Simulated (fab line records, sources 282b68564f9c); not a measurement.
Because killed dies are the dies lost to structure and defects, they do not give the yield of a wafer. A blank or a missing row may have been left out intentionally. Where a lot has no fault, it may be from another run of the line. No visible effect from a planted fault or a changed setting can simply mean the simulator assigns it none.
A lot that was struck, set against a sound lot	flow ritCmos	18 out of 202 route steps
Sound: wafers L350.2, L350.3, L350.5. The struck wafers were L362.4, L362.5, L362.6. The cause is given at the end.
For every step that has rows: the tool of each side, followed by ch and its chambers, followed by its first start. Under that, the readings that differ: sound wafers	struck wafers	difference of the means	sigmas: that difference in standard deviations of wafers without a fault.
alike: readings whose means differ by less than 2 such deviations, and words and numbers that are the same on both sides. not compared: withheld readings, readings that some wafer has no value for, bounds like >300 that may hide the same value, and numbers for which the record gives no deviation and whose values overlap.
Wherever a step has rows on one side only, a row that says differs or no value, or a row with sigmas, the two part there. Numbers that don't overlap but have no deviation are shown without sigmas and don't part them. A reading missing from all wafers of one side parts the sides only when that side holds two or more wafers.

first, 4 steps without rows for these wafers: RIT_NRETRO_SOFTBAKE_02 (time 60 s); RIT_NRETRO_EXPOSE_03 (exposes mask M4, target cd 43900 nm); RIT_NRETRO_PEB_04; RIT_NRETRO_DEVELOP_05 (develop time 68 s).
RIT_NRETRO_OVL_MEAS_06:
  sound on overlay-02, day 2 07:49; struck on overlay-02, day 4 19:42
  alike: NRETRO_OVL
then, 2 steps without rows for these wafers: RIT_NRETRO_HARDBAKE_07 (time 120 s); RIT_NRETRO_IMPLANT_08.
RIT_NRETRO_STRIP_09: strips in O2, time 180 s.
  sound on plasmaAsher-04 ch 0,1, day 2 08:14; struck on plasmaAsher-04 ch 0,1, day 4 20:11
  alike: drypumpMotorCurrentA
  not compared: rfHoursCounterH
RIT_NRETRO_TW_MEAS_10:
  sound on filmMetro-02, day 2 08:26; struck on filmMetro-04, day 4 20:19
reading	sound	struck	difference	sigmas
NRETRO_TW	1023 1026 1029	1045 1056 1040	+21	+2
then, 3 steps without rows for these wafers: RIT_PRETRO_HMDS_00 (prime time 60 s); RIT_PRETRO_COAT_01 (resist thk 1300 nm); RIT_PRETRO_SOFTBAKE_02 (time 60 s).
RIT_PRETRO_EXPOSE_03: exposes mask M5, target cd 43700 nm.
  sound on ilineStepper-02 ch 0, day 2 09:04; struck on ilineStepper-02 ch 0, day 4 20:52
reading	sound	struck	difference	sigmas
stageVelMmS (mm/s)	499.57 499.51 499.69	500.20 500.37 500.35	+0.72	+3
model.PRETRO.overlayXNm (nm)	-0.448 -0.448 -0.448	129.9 129.9 129.9	+130.3	
  alike: mask
then, 2 steps without rows for these wafers: RIT_PRETRO_PEB_04; RIT_PRETRO_DEVELOP_05 (develop time 68 s).
RIT_PRETRO_OVL_MEAS_06:
  sound on overlay-02, day 2 09:29; struck on overlay-01, day 4 21:17
reading	sound	struck	difference	sigmas
PRETRO_OVL (nm)	-1.5 -0.7 1.4	127.8 131.4 129.9	+130.0	+93
then, 1 step without rows for these wafers: RIT_PRETRO_HARDBAKE_07 (time 120 s).
RIT_M1_PROBE_99:
  sound on prober-02, day 3 12:49; struck on prober-01, day 6 04:22
reading	sound	struck	difference	sigmas
model.etest.retroEdgePmos.offLog10AUm	-10.52 -10.54 -10.62	-9.751 -9.635 -9.778	+0.839	
  alike: killedAtContacts, killedAtFrontEnd, killedDies, killedOpen, killedShort

WHERE THEY PART
Earliest at RIT_NRETRO_TW_MEAS_10; latest, in this record, at RIT_PRETRO_OVL_MEAS_06. Later steps at which nothing parts them and some readings are alike: RIT_M1_PROBE_99.

WHY: the cause the simulator had injected
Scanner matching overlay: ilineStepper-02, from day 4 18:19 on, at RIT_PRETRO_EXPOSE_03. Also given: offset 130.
